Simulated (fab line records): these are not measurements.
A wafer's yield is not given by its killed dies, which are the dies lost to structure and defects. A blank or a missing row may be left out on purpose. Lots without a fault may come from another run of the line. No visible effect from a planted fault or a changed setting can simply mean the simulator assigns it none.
A struck lot beside a sound one | flow ritCmos | 26 steps out of a route of 202
Sound: these wafers, L751.3, L751.5, L751.6. Wafers L757.2, L757.4, L757.6 were the ones struck. The cause comes at the end.
Each step with rows lists, per side, the tool, then ch with its chambers, then its first start. Under that, the readings that differ: sound wafers | struck wafers | difference of the means | sigmas: that difference in standard deviations of wafers without a fault.
alike: readings whose means differ by less than 2 such deviations, and words and numbers that are the same on both sides. not compared: withheld readings, readings that some wafer has no value for, bounds like >300 that may hide the same value, and numbers for which the record gives no deviation and whose values overlap.
A row with sigmas, a row that says differs or no value, or rows on one side alone: a step with any of these is where the two part. Numbers that don't overlap but have no deviation are shown without sigmas and don't part them. Lack of a reading on every wafer of one side parts them only where that side has two or more wafers.

first, 1 step without rows for these wafers: RIT_WELLDRIVE_ANNEAL_00 (time 14700 s).
RIT_WELLDRIVE_RS_MEAS_01: measurement is done with a four-point probe.
  sound: filmMetro-03 at day 2 08:41; struck: filmMetro-01 at day 3 15:53
  alike: NWELL_RS
RIT_WELLDRIVE_RS_MEAS_02: measurement is done with a four-point probe.
  sound: filmMetro-03 at day 2 08:48; struck: filmMetro-01 at day 3 16:01
reading           | sound             | struck            | difference | sigmas
PWELL_RS (ohm/sq) | 432.1 432.7 432.4 | 429.1 427.8 428.6 | -3.9       | -3
then, 6 steps without rows for these wafers: RIT_NRETRO_HMDS_00 (prime time 60 s); RIT_NRETRO_COAT_01 (resist thk 1300 nm); RIT_NRETRO_SOFTBAKE_02 (time 60 s); RIT_NRETRO_EXPOSE_03 (exposes mask M4, target cd 43900 nm); RIT_NRETRO_PEB_04; RIT_NRETRO_DEVELOP_05 (develop time 68 s).
RIT_NRETRO_OVL_MEAS_06:
  sound: overlay-02 at day 2 09:46; struck: overlay-01 at day 3 17:00
  alike: NRETRO_OVL
then, 2 steps without rows for these wafers: RIT_NRETRO_HARDBAKE_07 (time 120 s); RIT_NRETRO_IMPLANT_08.
RIT_NRETRO_STRIP_09: strips in O2, time 180 s.
  sound on plasmaAsher-02 ch 0,1, day 2 10:15; struck on plasmaAsher-04 ch 0,1, day 3 17:26
  no value came back on the struck wafers for chamberPressureMTorr (mTorr), drypumpMotorCurrentA (A), rfReflPowerW (W); on the sound wafers chamberPressureMTorr (mTorr) reads 4007 3993 3997
reading                                    | sound | struck         | difference | sigmas
model.NOVOLAK_of_NRETRO_COAT_01.thkNm (nm) | 0 0 0 | 1142 1143 1144 | +1143      | 
  not compared: rfHoursCounterH
RIT_NRETRO_TW_MEAS_10:
  sound: filmMetro-01 at day 2 10:23; struck: filmMetro-04 at day 3 17:37
  alike: NRETRO_TW
then, 6 steps without rows for these wafers: RIT_PRETRO_HMDS_00 (prime time 60 s); RIT_PRETRO_COAT_01 (resist thk 1300 nm); RIT_PRETRO_SOFTBAKE_02 (time 60 s); RIT_PRETRO_EXPOSE_03 (exposes mask M5, target cd 43700 nm); RIT_PRETRO_PEB_04; RIT_PRETRO_DEVELOP_05 (develop time 68 s).
RIT_PRETRO_OVL_MEAS_06:
  sound: overlay-02 at day 2 11:19; struck: overlay-01 at day 3 18:40
  alike: PRETRO_OVL
then, 2 steps without rows for these wafers: RIT_PRETRO_HARDBAKE_07 (time 120 s); RIT_PRETRO_IMPLANT_08.
RIT_PRETRO_STRIP_09: strips in O2, time 180 s.
  sound on plasmaAsher-02 ch 0,1, day 2 11:48; struck on plasmaAsher-02 ch 0,1, day 3 19:06
  alike: chamberPressureMTorr, drypumpMotorCurrentA, rfReflPowerW
  not compared: rfHoursCounterH
RIT_PRETRO_TW_MEAS_10:
  sound: filmMetro-04 at day 2 11:56; struck: filmMetro-03 at day 3 19:17
reading   | sound             | struck         | difference | sigmas
PRETRO_TW | 475.2 476.4 475.6 | 29.7 29.8 29.7 | -446.0     | -99 or more
then, 1 step without rows for these wafers: RIT_GATE_WET_ETCH_00 (etches SiO2 in BOE, target depth 56 nm, time 60 s).

## WHERE THEY PART
First at RIT_WELLDRIVE_RS_MEAS_02; last, within this record, at RIT_PRETRO_TW_MEAS_10.

WHY: the cause the simulator had injected
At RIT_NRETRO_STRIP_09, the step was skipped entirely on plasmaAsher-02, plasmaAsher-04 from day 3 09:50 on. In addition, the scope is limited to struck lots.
